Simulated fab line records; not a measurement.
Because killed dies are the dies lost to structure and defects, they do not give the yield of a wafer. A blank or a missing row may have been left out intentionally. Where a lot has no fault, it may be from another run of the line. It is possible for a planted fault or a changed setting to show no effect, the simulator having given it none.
Which tool did it? -- flow berkeley cmos170 -- 42 wafers from 14 lots sampled at 7 of the route's 331 steps

## WHAT THE GAUGES READ, wafer by wafer
UCB170_FIELD_THK_MEAS_91.
lot,measured,on,FIELD_OXIDE_LEFT_2_THK (nm)
L874,day 5 23:55,film metro-01,334 335 340
L875,day 6 09:58,film metro-04,353 355 355
L877,day 6 10:02,film metro-01,354 357 353
L876,day 6 10:18,film metro-01,359 366 349
L879,day 6 17:26,film metro-04,360 364 362
L878,day 6 17:41,film metro-02,361 369 372
L882,day 7 01:29,film metro-01,348 344 349
L880,day 7 02:04,film metro-04,350 344 357
L884,day 8 02:13,film metro-02,359 356 358
L887,day 8 04:22,film metro-01,354 354 359
L888,day 8 19:17,film metro-04,360 364 362
L889,day 8 23:36,film metro-01,349 342 341
L895,day 10 02:26,film metro-04,360 360 357
L896,day 10 10:38,film metro-01,359 353 374

UCB170_PLDD_CD_MEAS_06: the cd target is 1200 nm.
lot,measured,on,cd nm (nm)
L874,day 6 14:45,cd sem-01,1198.3 1198.7 1199.5
L875,day 7 00:14,cd sem-02,1199.4 1199.7 1201.6
L877,day 6 23:56,cd sem-02,1201.4 1201.4 1202.7
L876,day 7 00:34,cd sem-01,1200.5 1202.3 1201.2
L879,day 7 07:31,cd sem-02,1198.2 1198.8 1198.5
L878,day 7 07:59,cd sem-01,1199.4 1200.4 1200.4
L882,day 7 14:56,cd sem-01,1198.8 1198.1 1199.7
L880,day 7 15:11,cd sem-01,1200.9 1200.8 1201.4
L884,day 8 14:07,cd sem-01,1200.1 1200.7 1200.5
L887,day 8 19:10,cd sem-02,1202.9 1203.8 1203.2
L888,day 9 14:11,cd sem-01,1200.5 1201.1 1200.7
L889,day 9 14:51,cd sem-01,1198.7 1197.5 1198.4
L895,day 10 16:29,cd sem-01,1200.2 1200.8 1200.8
L896,day 11 03:57,cd sem-02,1201.8 1201.4 1202.1

UCB170_PSD_CD_MEAS_06: the cd target is 1200 nm.
lot,measured,on,cd nm (nm)
L874,day 6 23:36,cd sem-02,1201.9 1202.2 1201.0
L875,day 7 09:52,cd sem-02,1197.6 1197.6 1197.3
L877,day 7 09:21,cd sem-02,1200.7 1200.6 1200.4
L876,day 7 09:35,cd sem-02,1202.5 1201.4 1201.0
L879,day 7 15:40,cd sem-02,1199.0 1198.8 1199.8
L878,day 7 15:20,cd sem-01,1201.3 1201.5 1199.8
L882,day 7 23:58,cd sem-02,1200.9 1201.1 1200.2
L880,day 7 23:49,cd sem-01,1200.0 1199.1 1201.6
L884,day 8 23:35,cd sem-02,1201.7 1201.3 1201.1
L887,day 9 04:34,cd sem-01,1199.1 1198.8 1199.1
L888,day 10 00:39,cd sem-02,1202.0 1201.9 1200.5
L889,day 10 00:47,cd sem-01,1200.9 1201.2 1200.6
L895,day 11 02:34,cd sem-01,1201.0 1200.3 1200.1
L896,day 11 12:20,cd sem-02,1197.2 1197.6 1196.8

UCB170_NSD_TW_MEAS_10.
lot,measured,on,NSD_TW
L874,day 7 02:07,film metro-03,4194 4161 4180
L875,day 7 13:06,film metro-04,4208 4184 4197
L877,day 7 13:14,film metro-03,4149 4170 4156
L876,day 7 12:51,film metro-02,4232 4224 4228
L879,day 7 17:56,film metro-03,4190 4172 4207
L878,day 7 17:30,film metro-04,4195 4180 4194
L882,day 8 03:13,film metro-04,4205 4219 4220
L880,day 8 02:43,film metro-02,4222 4196 4220
L884,day 9 01:41,film metro-03,4179 4187 4212
L887,day 9 09:00,film metro-04,4207 4198 4202
L888,day 10 03:57,film metro-02,3765 3785 3779 3766 3784 3789
L889,day 10 04:27,film metro-02,3794 3806 3777 3802 3790 3794
L895,day 11 05:31,film metro-03,4164 4146 4179
L896,day 11 14:39,film metro-03,4168 4175 4153

UCB170_SDANNEAL_RS_MEAS_03: uses a four-point probe to measure.
lot,measured,on,NSD_RS (ohm/sq)
L874,day 7 03:22,film metro-04,37.23 37.28 37.19
L875,day 7 15:10,film metro-04,37.32 37.22 37.34
L877,day 7 14:58,film metro-03,37.23 37.22 37.30
L876,day 7 14:04,film metro-03,37.19 37.18 37.25
L879,day 7 20:22,film metro-02,37.18 37.26 37.21
L878,day 7 20:25,film metro-04,37.30 37.14 37.14
L882,day 8 06:08,film metro-03,37.20 37.16 37.28
L880,day 8 05:40,film metro-03,37.39 37.38 37.33
L884,day 9 03:02,film metro-03,37.23 37.27 37.21
L887,day 9 10:12,film metro-04,37.26 37.38 37.33
L888,day 10 08:17,film metro-02,42.63 42.75 42.72 42.65 42.63 42.64
L889,day 10 11:40,film metro-04,42.76 42.78 42.79 42.80 42.75 42.67
L895,day 11 07:07,film metro-04,37.21 37.30 37.29
L896,day 11 16:35,film metro-04,37.40 37.28 37.44

## WHAT TOOL EACH LOT RAN ON (gives the tool, then ch and the chambers of the sampled wafers, and finally the start)
lot,UCB170_NSD_IMPLANT_08,UCB170_NSD_STRIP_09
L874,"implanter-03 ch 0, day 7 01:52","plasma asher-01 ch 0,1, day 7 02:01"
L875,"implanter-01 ch 0, day 7 12:53","plasma asher-03 ch 0,1, day 7 13:01"
L877,"implanter-02 ch 0, day 7 13:01","plasma asher-03 ch 0,1, day 7 13:08"
L876,"implanter-03 ch 0, day 7 12:37","plasma asher-03 ch 0, day 7 12:44"
L879,"implanter-01 ch 0, day 7 17:41","plasma asher-04 ch 0,1, day 7 17:50"
L878,"implanter-03 ch 0, day 7 17:17","plasma asher-01 ch 0,1, day 7 17:25"
L882,"implanter-02 ch 0, day 8 02:58","plasma asher-01 ch 0,1, day 8 03:07"
L880,"implanter-02 ch 0, day 8 02:28","plasma asher-04 ch 0,1, day 8 02:37"
L884,"implanter-01 ch 0, day 9 01:26","plasma asher-01 ch 1, day 9 01:34"
L887,"implanter-01 ch 0, day 9 08:45","plasma asher-03 ch 0,1, day 9 08:54"
L888,"implanter-01 ch 0, day 10 03:43","plasma asher-04 ch 0,1, day 10 03:50"
L889,"implanter-01 ch 0, day 10 04:14","plasma asher-01 ch 0,1, day 10 04:22"
L895,"implanter-02 ch 0, day 11 05:16","plasma asher-04 ch 0,1, day 11 05:25"
L896,"implanter-02 ch 0, day 11 14:24","plasma asher-01 ch 0,1, day 11 14:33"
- UCB170_NSD_IMPLANT_08
- UCB170_NSD_STRIP_09: strips in O2.

## WHAT THE TOOLS THEMSELVES READ (means of the sampled wafers that have a number; where no wafer has one, the mark that the record gives instead)
UCB170_NSD_IMPLANT_08.
lot,tool,beam energy keV,end station pressure torr (Torr),faraday current uA
L874,implanter-03,40.000,1.25e-05,9113
L875,implanter-01,40.004,1.26e-05,9197
L877,implanter-02,40.015,1.20e-05,9150
L876,implanter-03,40.004,1.31e-05,9231
L879,implanter-01,40.002,1.24e-05,9306
L878,implanter-03,40.011,1.23e-05,9278
L882,implanter-02,40.008,1.27e-05,8970
L880,implanter-02,39.982,1.28e-05,9315
L884,implanter-01,39.990,1.21e-05,9305
L887,implanter-01,40.014,1.24e-05,9476
L888,implanter-01,26.776,1.24e-05,9355
L889,implanter-01,26.803,1.25e-05,9073
L895,implanter-02,39.994,1.25e-05,9372
L896,implanter-02,40.010,1.28e-05,9280

UCB170_NSD_STRIP_09.
lot,tool,chamber pressure mTorr (mTorr),drypump motor current A (A),oes product au (a.u.),strip time to endpoint s (s)
L874,plasma asher-01,3497,5.48,0.533,35.93
L875,plasma asher-03,3500,6.02,0.537,35.89
L877,plasma asher-03,3501,5.87,0.532,35.87
L876,plasma asher-03,3499,5.70,0.529,35.92
L879,plasma asher-04,3500,5.47,0.529,35.88
L878,plasma asher-01,3500,5.44,0.535,35.90
L882,plasma asher-01,3501,5.45,0.534,35.81
L880,plasma asher-04,3498,5.43,0.537,35.81
L884,plasma asher-01,3499,5.54,0.532,35.87
L887,plasma asher-03,3500,6.04,0.536,35.84
L888,plasma asher-04,3498,5.50,0.580,31.10
L889,plasma asher-01,3498,5.44,0.581,31.10
L895,plasma asher-04,3503,5.42,0.534,35.77
L896,plasma asher-01,3498,5.52,0.532,35.68

## THE ANSWER, worked out from the rows above alone
Rule: the usual values come from the lots themselves. Put in order of their means at a reading, lots are off if they are a third of the lots or fewer, leave a main group of 4 or more, and stand apart from it by a gap of 3 or more times the standard deviation of the main group's means; of several such gaps the widest counts. If all means in a main group match to the digits the tables above print for the reading, that group is not used. A lot without any number at a reading at which 4 lots or more have one is off too. Where the step has rows for the other lots, those lots are counted as sound. The gauges are gone through in route order, then the tools' own readings, and for those a lot's mean is taken as printed above. At the first step where some lot is off, the reading lying furthest off is the one used; lots without a number count as furthest.
Off: L888, L889, at UCB170_NSD_TW_MEAS_10 (NSD_TW). Mean 4191 and standard deviation 21 in the main group.
A tool fits if, at a process step before that reading, it ran every lot that is off, and no sound lot after the first of them. The gauges at UCB170_NSD_TW_MEAS_10 aren't tried: what is off there is off at UCB170_NSD_IMPLANT_08 too, on other tools, and a gauge's error can't cause that. One candidate fits, namely implanter-01 at UCB170_NSD_IMPLANT_08. A fault onset in the window from L887 (day 9 08:45, its last sound lot) to L888 (day 10 03:43, its first lot off) fits.
The tool's own readings at UCB170_NSD_IMPLANT_08 bear it out: on the lots that are off they differ by more than 5 times the standard deviation of the sound lots' means. beam energy keV reads 26.790 there against 40.003 on the sound lots.

## WHAT THE SIMULATOR HAD PUT IN
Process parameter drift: implanter-01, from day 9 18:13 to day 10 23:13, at UCB170_NSD_IMPLANT_08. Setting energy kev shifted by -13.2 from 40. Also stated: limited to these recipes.
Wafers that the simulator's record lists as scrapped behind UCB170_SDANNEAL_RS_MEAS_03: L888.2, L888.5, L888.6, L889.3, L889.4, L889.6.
Struck lots among those shown: L888, L889. The same result came from the rule above.
